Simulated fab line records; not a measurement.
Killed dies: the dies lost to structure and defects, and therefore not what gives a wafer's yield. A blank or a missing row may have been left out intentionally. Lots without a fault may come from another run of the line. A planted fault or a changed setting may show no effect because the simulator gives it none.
Comparing a struck lot with a sound one | flow ritCmos | 17 steps out of a route of 202
Sound: wafers L782.1, L782.4, L782.5. Wafers struck: L786.2, L786.3, L786.6. The cause is named last.
Each step with rows lists, per side, the tool, then ch with its chambers, then its first start. Under that, the readings that differ: sound wafers | struck wafers | difference of the means | sigmas: that difference in standard deviations of wafers without a fault.
alike: readings with means less than 2 such deviations apart, plus words and numbers identical on both sides. not compared: withheld readings, readings lacking a value on some wafer, bounds such as >300 that could conceal the same value, and numbers that have no deviation in the record and whose values overlap.
Wherever a step has rows on one side only, a row that says differs or no value, or a row with sigmas, the two part there. Numbers that don't overlap but have no deviation are shown without sigmas and don't part them. A reading missing from all wafers of one side parts the sides only when that side holds two or more wafers.

first, 4 steps without rows for these wafers: RIT_CONTACT_SOFTBAKE_04 (time 60 s); RIT_CONTACT_EXPOSE_05 (exposes mask M11, target cd 1000 nm); RIT_CONTACT_PEB_06; RIT_CONTACT_DEVELOP_07 (develop time 120 s).
RIT_CONTACT_CD_MEAS_08: target cd 1000 nm.
  struck on cdSem-02, day 4 21:34; sound on cdSem-01, day 4 00:08
  alike: cdNm
RIT_CONTACT_OVL_MEAS_09:
  struck on overlay-02, day 4 21:41; sound on overlay-02, day 4 00:16
  alike: CONTACT_OVL
then, 1 step without rows for these wafers: RIT_CONTACT_HARDBAKE_10 (time 60 s).
RIT_CONTACT_ETCH_11: etches SiO2 in CHF3/CF4/Ar, stops on TiSi2, target depth 480 nm, time 320 s.
  sound on rieDiel-03 ch 0,1,3, day 4 00:26; struck on rieDiel-04 ch 1,2, day 4 21:52
  alike: chamberPressureMTorr, drypumpMotorCurrentA, oesProductAu, throttleValvePct
  not compared: rfHoursCounterH
RIT_CONTACT_STRIP_12: strips in O2, time 180 s.
  sound on plasmaAsher-02 ch 0,1, day 4 00:38; struck on plasmaAsher-02 ch 1, day 4 22:03
  alike: chamberPressureMTorr, drypumpMotorCurrentA
  not compared: rfHoursCounterH
RIT_CONTACT_CD_MEAS_90: target cd 1000 nm.
  struck on cdSem-02, day 4 22:15; sound on cdSem-01, day 4 00:49
  alike: cdNm
then, 2 steps without rows for these wafers: RIT_CONTACT_CLEAN_13 (cleans in SC1, time 600 s); RIT_CONTACT_CLEAN_14 (cleans in SC2, time 600 s).
RIT_M1_SPUTTER_00: material Al, target thk 400 nm, time 500 s.
  struck on pvdSputter-04, day 4 22:44; sound on pvdSputter-04, day 4 01:20
reading                              | sound             | struck            | difference | sigmas
model.Al_of_M1_SPUTTER_00.thkNm (nm) | 394.4 392.9 392.5 | 361.3 358.3 359.2 | -33.7      | 
  alike: throttleValvePct
RIT_M1_RS_MEAS_01: the measuring method here is four-point-probe.
  struck on filmMetro-03, day 4 23:02; sound on filmMetro-04, day 4 01:38
reading           | sound                | struck               | difference | sigmas
M1_AL_RS (ohm/sq) | 0.0747 0.0750 0.0750 | 0.0814 0.0820 0.0820 | +0.0069    | +10
RIT_M1_THK_MEAS_02: measures by xrf.
  struck on filmMetro-03, day 4 23:09; sound on filmMetro-04, day 4 01:45
reading        | sound       | struck      | difference | sigmas
M1_AL_THK (nm) | 406 407 403 | 367 363 366 | -40        | -9
then, 1 step without rows for these wafers: RIT_M1_HMDS_03 (prime time 60 s).
RIT_M1_PROBE_99:
  struck on prober-01, day 5 02:47; sound on prober-01, day 4 06:34
reading                             | sound                   | struck                 | difference | sigmas
model.etest.diodePplusNwell.bvV (V) | 6.718 6.646 6.627       | 6.61 6.584 6.512       | -0.10      | 
model.etest.vpnp.gain               | 1.094 1.082 1.081       | 1.069 1.057 1.049      | -0.027     | 
model.etest.diodePplusNwell.cjFfUm2 | 1.674 1.695 1.697       | 1.715 1.732 1.736      | +0.039     | 
model.etest.diodePplusComb.cjFfUm2  | 1.98 1.976 1.984        | 2.03 2.042 2.033       | +0.05      | 
model.etest.m1.rsOhmSq              | 0.07342 0.07359 0.07462 | 0.0802 0.08047 0.08078 | +0.0066    | 
  alike: killed_at_M0_to_M3, killedAtFrontEnd, killedDies, killedOpen, killedShort
  not compared: model.etest.nwellPinched.rsOhmSq, model.etest.contactPplus.endOhmUm

## WHERE THEY PART
First at RIT_M1_RS_MEAS_01; last, within this record, at RIT_M1_THK_MEAS_02. Later steps at which nothing parts them and some readings are alike: RIT_M1_PROBE_99.

WHY: the cause the simulator had injected
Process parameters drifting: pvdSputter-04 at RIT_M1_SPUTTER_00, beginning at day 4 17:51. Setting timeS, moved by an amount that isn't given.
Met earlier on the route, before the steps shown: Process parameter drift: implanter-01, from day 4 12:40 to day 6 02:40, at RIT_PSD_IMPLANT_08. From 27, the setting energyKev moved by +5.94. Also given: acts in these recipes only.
